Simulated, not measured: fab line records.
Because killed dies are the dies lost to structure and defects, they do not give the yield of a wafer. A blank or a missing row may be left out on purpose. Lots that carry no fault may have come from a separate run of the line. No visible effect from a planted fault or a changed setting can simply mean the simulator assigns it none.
Split-lot study ; flow berkeleyCmos170 ; 5 lots, 23 wafers read, on a route of 331 steps

SPLIT DETAILS
At UCB170_V1_PEB_10, the setting pebTempC was moved away from the recipe's 130 C on 11 of the 23 wafers read, by -2.5% to +2.8%. This setting was run at the recipe's value on the other wafers.

FROM THE SPLIT TO THE READING: what the file shows between them, 4 steps
- UCB170_V1_DEVELOP_11: develop time 45 s
- UCB170_V1_CD_MEAS_12: target cd 700 nm
- UCB170_V1_ETCH_14: etches SiO2 in CHF3/CF4/Ar, stops on Al, target depth 1250 nm, time 291 s
- UCB170_V1_STRIP_15: strips in O2

THE READING
Shown in nm: cdNm at UCB170_V1_CD_MEAS_90, with target cd 700 nm. A value of 699.5 nm with a standard deviation of 1.2 nm is what fault-free wafers of this fab line usually give.

wafer;tool, chamber at the split;pebTempC as run, C;against the recipe;cdNm, nm;against lot-mates on the recipe
L076.1;lithoTrack-02, 0;130;recipe;701.0;-
L076.2;lithoTrack-02, 0;130;recipe;701.3;-
L076.4;lithoTrack-02, 0;130;recipe;699.4;-
L076.5;lithoTrack-02, 0;133.7;+2.8%;722.0;+21.4
L076.6;lithoTrack-02, 0;133.7;+2.8%;721.6;+21.0
L078.1;lithoTrack-04, 0;130;recipe;701.0;-
L078.3;lithoTrack-04, 0;130;recipe;700.3;-
L078.5;lithoTrack-04, 0;130;recipe;700.7;-
L080.1;lithoTrack-04, 0;130;recipe;699.2;-
L080.2;lithoTrack-04, 0;130;recipe;699.4;-
L080.3;lithoTrack-04, 0;126.7;-2.5%;674.1;-25.2
L080.4;lithoTrack-04, 0;126.7;-2.5%;673.9;-25.4
L080.5;lithoTrack-04, 0;126.7;-2.5%;675.0;-24.3
L084.1;lithoTrack-04, 0;131;+0.8%;705.1;+5.4
L084.2;lithoTrack-04, 0;131;+0.8%;706.6;+6.9
L084.4;lithoTrack-04, 0;131;+0.8%;706.3;+6.6
L084.5;lithoTrack-04, 0;130;recipe;700.0;-
L084.6;lithoTrack-04, 0;130;recipe;699.4;-
L082.1;lithoTrack-04, 0;132.8;+2.2%;714.8;+14.9
L082.2;lithoTrack-04, 0;132.8;+2.2%;715.6;+15.7
L082.4;lithoTrack-04, 0;132.8;+2.2%;714.5;+14.6
L082.5;lithoTrack-04, 0;130;recipe;699.9;-
L082.6;lithoTrack-04, 0;130;recipe;699.9;-

FIT RESULTS
A straight line over all 23 wafers: cdNm changes by +8.56 nm for each +1% of pebTempC; r = +0.99; the points scatter about the line by 1.9 nm.
The same after taking each lot's own level away (the mean of its wafers on the recipe; 23 wafers): +8.41 nm for each +1%; r = +0.99; scatter 1.7 nm.
On that fit, the largest move of pebTempC shifts the reading by 24 nm.
The span of the lots' own levels, 699.30 to 700.67 nm, comes to 1.1 times the standard deviation stated above.
So the lot-to-lot level changes the slope little: the two slopes agree.
Check: with one of the wafers moved furthest among these (+2.8%) left out of the fit, the line predicts +23.1 nm for it against its lot-mates. Against them it came out at +21.4 nm.

OTHER SPLITS APPLIED TO THESE WAFERS
Other splits were also applied to these wafers ahead of the reading. Each is held against what the fit with the lots' levels taken away leaves over:
other split on the same wafers;wafers away from the commonest value;r with cdNm (lot level and that fit taken away)
UCB170_M1_SPUTTER_00 powerW;7;-0.24
UCB170_M1_EXPOSE_06 doseMj;10;+0.36
UCB170_M1_METAL_ETCH_12 overEtchFrac;8;-0.13

THE WHOLE CHAIN: every reading that the file lists as answering this split, in the file's order
step;what it does;reading;change (the file's fit);r (the file's)
UCB170_V1_CD_MEAS_12;target cd 700 nm;cdNm;+8.27 nm for each +1% of the setting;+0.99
UCB170_V1_ETCH_14;etches SiO2 in CHF3/CF4/Ar, stops on Al, target depth 1250 nm, time 291 s;V1.cdNm (the simulator's own value, which no gauge read);+8.13 nm for each +1% of the setting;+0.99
UCB170_V1_CD_MEAS_90;target cd 700 nm;cdNm;+8.14 nm for each +1% of the setting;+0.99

FILE'S OWN FIT
cdNm changes by +8.14 nm for each +1% of pebTempC, r = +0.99.
